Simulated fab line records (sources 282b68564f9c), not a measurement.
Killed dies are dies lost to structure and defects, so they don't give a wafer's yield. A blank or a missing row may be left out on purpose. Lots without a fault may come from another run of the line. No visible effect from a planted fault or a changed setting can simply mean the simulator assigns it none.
Split-lot trial	flow rit-cmos	on a route of 202 steps: 5 lots, 27 wafers read

== ON THE SPLIT ==
At RIT_SPACER_CVD_03 (deposits Si3N4 from SiH2Cl2/NH3, target thk 250 nm, time 3300 s), the setting time-s was moved away from the recipe's 3300 s on 24 of the 27 wafers read, by -33.9% to +52.6%. This setting was run at the recipe's value on the other wafers.

== FROM THE SPLIT TO THE READING: what the file shows between them, 1 step ==
- RIT_SPACER_THK_MEAS_04

== THE READING ==
oes-product-au, in a.u., at RIT_SPACER_ETCHBACK_05 (etches Si3N4 in SF6/CHF3, stops on SiO2, target depth 250 nm, time 240 s). Typical for fault-free wafers on this fab line: 0.846 a.u., with standard deviation 0.015 a.u.

wafer	tool, chamber at the split	time-s as run, s	against the recipe	oes-product-au, a.u.	against lot-mates on the recipe
L076.1	lpcvd-01, 1	3300	recipe	0.832	-
L076.2	lpcvd-01, 1	3300	recipe	0.859	-
L076.5	lpcvd-01, 1	3300	recipe	0.855	-
L078.1	-, -	5035	+52.6%	1.006	no lot-mate on the recipe
L078.2	-, -	5035	+52.6%	0.978	no lot-mate on the recipe
L078.3	-, -	5035	+52.6%	0.999	no lot-mate on the recipe
L078.4	-, -	5035	+52.6%	1.007	no lot-mate on the recipe
L078.5	-, -	5035	+52.6%	1.011	no lot-mate on the recipe
L078.6	-, -	5035	+52.6%	0.984	no lot-mate on the recipe
L083.1	-, -	4362	+32.2%	1.027	no lot-mate on the recipe
L083.2	-, -	4362	+32.2%	1.012	no lot-mate on the recipe
L083.3	-, -	4362	+32.2%	1.019	no lot-mate on the recipe
L083.4	-, -	4362	+32.2%	1.008	no lot-mate on the recipe
L083.5	-, -	4362	+32.2%	1.021	no lot-mate on the recipe
L083.6	-, -	4362	+32.2%	1.012	no lot-mate on the recipe
L084.1	-, -	4530	+37.3%	0.997	no lot-mate on the recipe
L084.2	-, -	4530	+37.3%	1.027	no lot-mate on the recipe
L084.3	-, -	4530	+37.3%	1.002	no lot-mate on the recipe
L084.4	-, -	4530	+37.3%	1.007	no lot-mate on the recipe
L084.5	-, -	4530	+37.3%	0.991	no lot-mate on the recipe
L084.6	-, -	4530	+37.3%	0.998	no lot-mate on the recipe
L085.1	-, -	2182	-33.9%	0.661	no lot-mate on the recipe
L085.2	-, -	2182	-33.9%	0.659	no lot-mate on the recipe
L085.3	-, -	2182	-33.9%	0.658	no lot-mate on the recipe
L085.4	-, -	2182	-33.9%	0.653	no lot-mate on the recipe
L085.5	-, -	2182	-33.9%	0.658	no lot-mate on the recipe
L085.6	-, -	2182	-33.9%	0.652	no lot-mate on the recipe

FIT RESULTS
A straight line over all 27 wafers: oes-product-au changes by +0.00434 a.u. for each +1% of time-s; r = +0.96; the points scatter about the line by 0.042 a.u.
Too few moved wafers with a lot-mate on the recipe to fit a line net of each lot's own level.

== THE WHOLE CHAIN: every reading that the file lists as answering this split, in the file's order ==
step	what it does	reading	change (the file's fit)	r (the file's)
RIT_SPACER_CVD_03	deposits Si3N4 from SiH2Cl2/NH3, target thk 250 nm, time 3300 s	Si3N4_of_SPACER_CVD_03.thk-nm (the simulator's own value, which no gauge read)	+2.45 nm for each +1% of the setting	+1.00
RIT_SPACER_THK_MEAS_04		SPACER_NITRIDE_THK	+2.45 for each +1% of the setting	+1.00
RIT_SPACER_ETCHBACK_05	etches Si3N4 in SF6/CHF3, stops on SiO2, target depth 250 nm, time 240 s	oes-product-au	+0.00434 a.u. for each +1% of the setting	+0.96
RIT_SPACER_ETCHBACK_05	etches Si3N4 in SF6/CHF3, stops on SiO2, target depth 250 nm, time 240 s	Si3N4_of_SPACER_CVD_03.thk-nm (the simulator's own value, which no gauge read)	+1.91 nm for each +1% of the setting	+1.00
RIT_SPACER_ETCHBACK_05	etches Si3N4 in SF6/CHF3, stops on SiO2, target depth 250 nm, time 240 s	etch.depth-nm (the simulator's own value, which no gauge read)	+1.78 nm for each +1% of the setting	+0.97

== FILE'S OWN FIT ==
oes-product-au changes by +0.00434 a.u. for each +1% of time-s, r = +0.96.
